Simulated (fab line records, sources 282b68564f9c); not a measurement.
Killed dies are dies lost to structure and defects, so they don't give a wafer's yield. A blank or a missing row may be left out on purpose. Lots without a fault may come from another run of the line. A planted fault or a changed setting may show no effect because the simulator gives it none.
Problem report in the 8D (eight disciplines) form, filled by code | flow rit_cmos | the parts of the form that need people (team, actions taken, sign-off) are left out

1. THE PROBLEM
killed_at_M0_to_M3 at RIT_M1_PROBE_99 reads a mean of 257.2 on 6 wafers of 2 lots; wafers without a fault read 0.0 with a standard deviation of 0.23. That is +99 or more standard deviations from the usual mean.
First seen on wafer L912.1, day 8 05:17, on prober-02. The record holds 42 wafers of 14 lots with a number at this step. Rule for "out", or "out of limits": more than 4 standard deviations from the usual mean. The other wafers with a number count as sound.

2. WHAT IT IS AND WHAT IT IS NOT
question                    | is                                             | is not
which readings at this step | killed_at_M0_to_M3, killed_dies, killed_on_rim | killed_at_contacts, killed_at_front_end, killed_open, killed_short
which lots                  | L912, L913                                     | L890, L891, L892, L894, L895, L898, L901, L902, L903, L904, L905, L907
which wafers of those lots  | all that have a number                         | -
read on which tools         | prober-01, prober-02                           | -
when                        | from day 8 05:17                               | up to then (36 sound wafers)

3. SUSPECTS, AND WHAT RULES EACH OUT
Counting: a tool at a process step up to the reading stays a suspect if it ran every lot that is out and no sound lot after the first of them.
- plasma_asher-04 at RIT_PRETRO_STRIP_09 (strips in O2, time 180 s): kept. It ran every lot that is out, first L912 (day 6 22:25), and no sound lot after that; its last sound lot up to then is L904 (day 5 07:14).
- plasma_asher-02 at RIT_CONTACT_STRIP_12 (strips in O2, time 180 s): kept. It ran every lot that is out, first L912 (day 8 00:30), and no sound lot after that; its last sound lot up to then is L907 (day 6 22:07).
Left after counting: plasma_asher-04 at RIT_PRETRO_STRIP_09, plasma_asher-02 at RIT_CONTACT_STRIP_12.

4. THE CAUSE (what the simulator had put in)
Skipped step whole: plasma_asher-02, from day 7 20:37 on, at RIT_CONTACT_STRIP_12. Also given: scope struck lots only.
Counting left 2 suspects, and this tool is among them.

5. THE CHAIN OF EFFECTS, in route order
Each row: a reading whose mean over the struck wafers that have a number lies more than 3 standard deviations from the usual. Only readings for which the record gives a usual standard deviation are gone through. hours: the time from each lot's start at the first step in this table that gives one to its start at this step, as a median over the lots. sigmas: the change in usual standard deviations.
hours | step            | reading            | usual | on struck wafers | change | sigmas
0     | RIT_M1_PROBE_99 | killed_at_M0_to_M3 | 0.0   | 257.2            | +257.2 | +99 or more
0     | RIT_M1_PROBE_99 | killed_dies        | 7.1   | 264.0            | +256.9 | +92
0     | RIT_M1_PROBE_99 | killed_on_rim      | 1.8   | 70.0             | +68.2  | +52
The process steps in it:
- RIT_M1_PROBE_99
Readings that are blank on the struck wafers while sound wafers have them: chamber_pressure_mTorr at RIT_CONTACT_STRIP_12; drypump_motor_current_A at RIT_CONTACT_STRIP_12.

6. WHAT WOULD HAVE CAUGHT IT SOONER
In this record the first reading out of limits was taken at day 8 05:17, 9 hours after the fault began at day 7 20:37.
At RIT_CONTACT_STRIP_12 the tool's readings are blank on the struck wafers, where sound wafers have them: an empty tool record is the first sign, and it was there at once.
All the lots that are out (2) had begun RIT_CONTACT_STRIP_12 on plasma_asher-02 by day 8 05:17. A hold on the tool at that time would have spared none of them.
